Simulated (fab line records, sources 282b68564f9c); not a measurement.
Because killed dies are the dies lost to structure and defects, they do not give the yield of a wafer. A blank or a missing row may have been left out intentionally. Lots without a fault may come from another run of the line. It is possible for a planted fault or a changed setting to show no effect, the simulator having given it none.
A lot that was struck, set against a sound lot :: flow rit cmos :: 30 steps out of a route of 202
Sound: these wafers, L942.2, L942.3, L942.5. Struck: wafers L933.3, L933.5. (L933.1 of the same lot was not struck and is left out.) The cause comes at the end.
For every step that has rows: the tool of each side, followed by ch and its chambers, followed by its first start. Under that, the readings that differ: sound wafers :: struck wafers :: difference of the means :: sigmas: that difference in standard deviations of wafers without a fault.
alike: a reading whose means differ by less than 2 such deviations, as well as words and numbers matching on both sides. not compared: withheld readings; readings where some wafer has no value; bounds like >300 that might hide an equal value; numbers whose values overlap and for which the record gives no deviation.
The two part at a step that has a row with sigmas, a row that says differs or no value, or rows on one side only. Numbers that don't overlap but have no deviation are shown without sigmas and don't part them. A reading missing from all wafers of one side parts the sides only when that side holds two or more wafers.

first, 6 steps without rows for these wafers: RIT_SDANNEAL_RTA_03 (time 5 s); RIT_SILICIDE_WET_ETCH_00 (etches SiO2 in BOE, target depth 14 nm, time 15 s); RIT_SILICIDE_SPUTTER_01 (material Ti, target thk 30 nm, time 240 s); RIT_SILICIDE_RTA_04 (time 10 s, ramp up 5 s, ramp down 5 s); RIT_SILICIDE_WET_ETCH_05 (etches Ti in SPM, time 120 s); RIT_SILICIDE_RTA_06 (time 10 s, ramp up 5 s, ramp down 10 s).
RIT_CONTACT_CVD_00: deposits SiO2 from TEOS, target thk 400 nm, time 61 s.
  sound on pecvd-03 ch 0,1,2, day 8 06:13; struck on pecvd-01 ch 0, day 5 11:14
reading: run length s (s)
sound: 88.6 88.5 88.0
struck: 84.8 84.1
difference: -3.9
sigmas: -9

reading: model.SiO2_of_CONTACT_CVD_00.thk nm (nm)
sound: 401.8 397.7 408.6
struck: 368 373.9
difference: -32
sigmas: 
  alike: heater power w
RIT_CONTACT_THK_MEAS_01:
  sound: film metro-01 at day 8 06:17; struck: film metro-03 at day 5 11:17
reading: CONTACT_TEOS_THK (nm)
sound: 402 398 408
struck: 368 374
difference: -32
sigmas: -5
then, 7 steps without rows for these wafers: RIT_CONTACT_HMDS_02 (prime time 60 s); RIT_CONTACT_COAT_03 (resist thk 1000 nm); RIT_CONTACT_SOFTBAKE_04 (time 60 s); RIT_CONTACT_EXPOSE_05 (exposes mask M11, target cd 1000 nm); RIT_CONTACT_PEB_06; RIT_CONTACT_DEVELOP_07 (develop time 120 s); RIT_CONTACT_HARDBAKE_10 (time 60 s).
RIT_CONTACT_ETCH_11: etches SiO2 in CHF3/CF4/Ar, stops on TiSi2, target depth 480 nm, time 320 s.
  sound on rie diel-02 ch 0,1,3, day 8 07:40; struck on rie diel-02 ch 1, day 5 12:45
reading: model.etch.depth nm (nm)
sound: 401.8 397.7 408.6
struck: 368 373.9
difference: -32
sigmas: 

reading: model.CONTACT.feature depth nm (nm)
sound: 401.8 397.7 408.6
struck: 368 373.9
difference: -32
sigmas: 
  alike: cf4 flow sccm, drypump motor current A, mfc ar sccm, oes product au, throttle valve pct
  not compared: rf hours counter h
then, 11 steps without rows for these wafers: RIT_CONTACT_STRIP_12 (strips in O2, time 180 s); RIT_CONTACT_CLEAN_13 (cleans in SC1, time 600 s); RIT_CONTACT_CLEAN_14 (cleans in SC2, time 600 s); RIT_M1_SPUTTER_00 (material Al, target thk 400 nm, time 500 s); RIT_M1_HMDS_03 (prime time 60 s); RIT_M1_COAT_04 (resist thk 1300 nm); RIT_M1_SOFTBAKE_05 (time 60 s); RIT_M1_EXPOSE_06 (exposes mask M12, target cd 2600 nm); RIT_M1_PEB_07; RIT_M1_DEVELOP_08 (develop time 68 s); RIT_M1_HARDBAKE_11 (time 120 s).
RIT_M1_METAL_ETCH_12: etches Al in Cl2/BCl3, stops on SiO2, time 165 s, target depth 600 nm.
  sound on rie metal-02 ch 0,1, day 8 10:28; struck on rie metal-01 ch 0,1, day 5 15:22
reading: model.SiO2_of_CONTACT_CVD_00.thk nm (nm)
sound: 365.4 361.7 372.4
struck: 330.9 336.6
difference: -32.8
sigmas: 
  alike: drypump motor current A, oes product au, throttle valve pct
  not compared: rf hours counter h
then, 1 step without rows for these wafers: RIT_M1_STRIP_13 (strips in nmp, time 600 s).
RIT_M1_PROBE_99:
  sound: prober-01 at day 8 13:43; struck: prober-01 at day 5 18:49
reading: model.etest.field p metal.vt v (V)
sound: -28.91 -28.83 -29.17
struck: -27.27 -27.68
difference: +1.49
sigmas: 
  alike: killed at front end, killed dies, killed open, killed short
  not compared: model.etest.antenna contact.vt shift v

## WHERE THEY PART
Last at RIT_CONTACT_THK_MEAS_01 as far as this record goes, first at RIT_CONTACT_CVD_00. Later steps at which nothing parts them and some readings are alike: RIT_CONTACT_ETCH_11, RIT_M1_METAL_ETCH_12, RIT_M1_PROBE_99.

WHY: what had been put in by the simulator
pecvd-01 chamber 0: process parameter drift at RIT_CONTACT_CVD_00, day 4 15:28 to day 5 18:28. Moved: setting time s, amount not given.
